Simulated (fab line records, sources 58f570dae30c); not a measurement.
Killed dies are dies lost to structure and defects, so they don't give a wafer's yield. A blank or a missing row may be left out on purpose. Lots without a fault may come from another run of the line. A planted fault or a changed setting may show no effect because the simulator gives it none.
Which tool did it? | flow berkeley_cmos170 | 14 lots, 42 wafers sampled, at 3 steps of a route of 331

WHAT THE GAUGES READ, wafer by wafer
UCB170_SDANNEAL_RS_MEAS_02: measures by four-point-probe.
lot  | measured     | on            | PSD_RS (ohm/sq)
L895 | day 6 18:59  | film_metro-03 | 76.28 76.22 76.21
L897 | day 7 06:38  | film_metro-01 | 75.35 75.29 75.83
L900 | day 7 10:37  | film_metro-01 | 75.38 75.57 75.27
L898 | day 7 11:04  | film_metro-01 | 75.21 75.52 75.19
L899 | day 7 11:31  | film_metro-04 | 75.57 76.16 75.83
L902 | day 8 21:43  | film_metro-01 | 75.72 76.00 75.61
L904 | day 8 21:46  | film_metro-04 | 75.03 75.24 75.26
L903 | day 8 22:13  | film_metro-04 | 75.46 75.74 75.62
L905 | day 9 04:59  | film_metro-03 | 75.67 75.31 75.18
L906 | day 9 15:29  | film_metro-01 | 75.29 75.30 75.38
L913 | day 11 06:19 | film_metro-01 | 75.87 75.61 75.82
L914 | day 11 06:31 | film_metro-03 | 75.41 75.65 75.72
L916 | day 11 17:05 | film_metro-04 | 75.77 75.46 75.61
L917 | day 11 17:05 | film_metro-01 | 75.16 75.31 75.64

UCB170_M2_OVL_MEAS_16.
lot  | measured     | on         | M2_OVL (nm)
L895 | day 7 13:48  | overlay-02 | -7 -2 1
L897 | day 8 00:25  | overlay-02 | -1 0 1
L900 | day 8 09:55  | overlay-01 | 5 0 1
L898 | day 8 11:22  | overlay-01 | 2 -8 -5
L899 | day 8 10:11  | overlay-02 | -5 0 -5
L902 | day 9 22:31  | overlay-01 | 9 13 12
L904 | day 9 22:23  | overlay-01 | 4 6 -2
L903 | day 9 22:48  | overlay-02 | -10 -3 -5
L905 | day 10 03:31 | overlay-02 | -2 -7 -2
L906 | day 10 15:01 | overlay-01 | 1 3 3
L913 | day 12 00:07 | overlay-01 | 0 5 4
L914 | day 12 01:39 | overlay-01 | -2 -2 -3
L916 | day 12 13:29 | overlay-02 | -11 -15 -8
L917 | day 12 13:45 | overlay-02 | -7 -5 -9

UCB170_M3_RS_MEAS_02: measures by four-point-probe.
lot  | measured     | on            | M3_AL_RS (ohm/sq)
L895 | day 7 17:53  | film_metro-03 | 0.0326 0.0327 0.0317
L897 | day 8 05:55  | film_metro-04 | 0.0329 0.0326 0.0331
L900 | day 8 17:26  | film_metro-04 | 0.0321 0.0317 0.0321
L898 | day 8 17:46  | film_metro-04 | 0.0316 0.0320 0.0320
L899 | day 8 17:34  | film_metro-01 | 0.0317 0.0326 0.0326
L902 | day 10 03:50 | film_metro-04 | 0.0318 0.0320 0.0320
L904 | day 10 02:50 | film_metro-01 | 0.0312 0.0314 0.0311
L903 | day 10 03:00 | film_metro-04 | 0.0330 0.0322 0.0328
L905 | day 10 06:59 | film_metro-04 | 0.0315 0.0313 0.0316
L906 | day 10 18:29 | film_metro-01 | 0.0325 0.0320 0.0324
L913 | day 12 03:02 | film_metro-03 | 0.0322 0.0317 0.0325
L914 | day 12 04:43 | film_metro-01 | 0.0322 0.0326 0.0323
L916 | day 12 16:59 | film_metro-01 | 0.0319 0.0322 0.0321
L917 | day 12 18:00 | film_metro-03 | 0.0319 0.0324 0.0323

WHICH TOOL RAN EACH LOT (tool, then ch and the chambers of the sampled wafers, then the start)
The record holds no process step before these readings.

WHAT THE TOOLS THEMSELVES READ (means of the sampled wafers that have a number; where no wafer has one, the mark that the record gives instead)
The record holds no such reading with a usual standard deviation.

THE ANSWER, worked out from the rows above alone
Rule: what is usual is taken from the lots themselves. Put in order of their means at a reading, lots are off if they are a third of the lots or fewer, leave a main group of 4 or more, and stand apart from it by a gap of 3 or more times the standard deviation of the main group's means; of several such gaps the widest counts. A main group whose means are all the same, to the digits that the tables above print for the reading, isn't used. A lot without any number at a reading at which 4 lots or more have one is off too. The other lots that the step has rows for count as sound. The gauges are gone through in route order, then the tools' own readings, and for those a lot's mean is taken as printed above. The first step at which some lot is off is used, and at that step the reading that is off furthest; a lot without a number counts as furthest.
No lot is off at any reading shown: from this, nothing can be told.

WHAT THE SIMULATOR HAD PUT IN
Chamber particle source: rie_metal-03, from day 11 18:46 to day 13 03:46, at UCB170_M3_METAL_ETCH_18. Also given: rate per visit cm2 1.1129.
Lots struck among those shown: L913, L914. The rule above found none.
